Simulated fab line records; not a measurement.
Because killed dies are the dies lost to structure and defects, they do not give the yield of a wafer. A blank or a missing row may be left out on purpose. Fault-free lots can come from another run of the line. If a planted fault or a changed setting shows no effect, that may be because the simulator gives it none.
2 desks, one fault / flow rit-cmos / numbers are kept per desk, each desk with only its own; the story behind them comes last

FROM THE METROLOGY DESK
What the gauges read for every lot (on any tool): the sampled wafers with a number, averaged. The brackets show how far a lot's mean lies from the usual mean; more than 4 standard deviations puts the lot out of limits, marked OUT.
Columns: A = NLDD_OVL at RIT_NLDD_OVL_MEAS_06, usual 0.1 nm
lot=L340; first seen here=day 2 23:09; A=-0.7
lot=L341; first seen here=day 3 01:02; A=-0.8
lot=L342; first seen here=day 3 09:05; A=1.3
lot=L343; first seen here=day 3 15:29; A=0.6
lot=L344; first seen here=day 3 22:46; A=1.0
lot=L345; first seen here=day 4 00:45; A=-1.0
lot=L346; first seen here=day 4 01:50; A=0.1
lot=L347; first seen here=day 4 05:22; A=1.2
lot=L348; first seen here=day 4 09:48; A=-0.1
lot=L356; first seen here=day 6 02:26; A=-1.5
lot=L359; first seen here=day 6 16:57; A=1.1
lot=L362; first seen here=day 7 08:53; A=-0.1
This desk found nothing out of limits on any of the 12 lots.

DESK OF THE TOOL OWNER: iline-stepper-02
The tool's own readings at RIT_NLDD_EXPOSE_03 (exposes mask M7, target cd 40700 nm): means of the sampled wafers that have a number, for each lot that ran on this tool. The brackets show how far a lot's mean lies from the usual mean; more than 4 standard deviations puts the lot out of limits, marked OUT.
Columns: A = reticle-temp-C at RIT_NLDD_EXPOSE_03, usual 22.98 C
lot=L342; first seen here=day 3 08:35; A=22.96
lot=L345; first seen here=day 4 00:22; A=23.02
lot=L346; first seen here=day 4 01:28; A=23.04
lot=L352; first seen here=day 5 05:46; A=23.02
lot=L353; first seen here=day 5 09:49; A=22.92
lot=L354; first seen here=day 5 16:35; A=22.98
lot=L355; first seen here=day 5 21:05; A=22.97
This desk found nothing out of limits on any of the 7 lots.

BROUGHT TOGETHER
From the metrology desk's view, nothing was out of limits.
Nothing out of limits was seen by the tool owner's desk.

WHAT THE SIMULATOR HAD INSERTED
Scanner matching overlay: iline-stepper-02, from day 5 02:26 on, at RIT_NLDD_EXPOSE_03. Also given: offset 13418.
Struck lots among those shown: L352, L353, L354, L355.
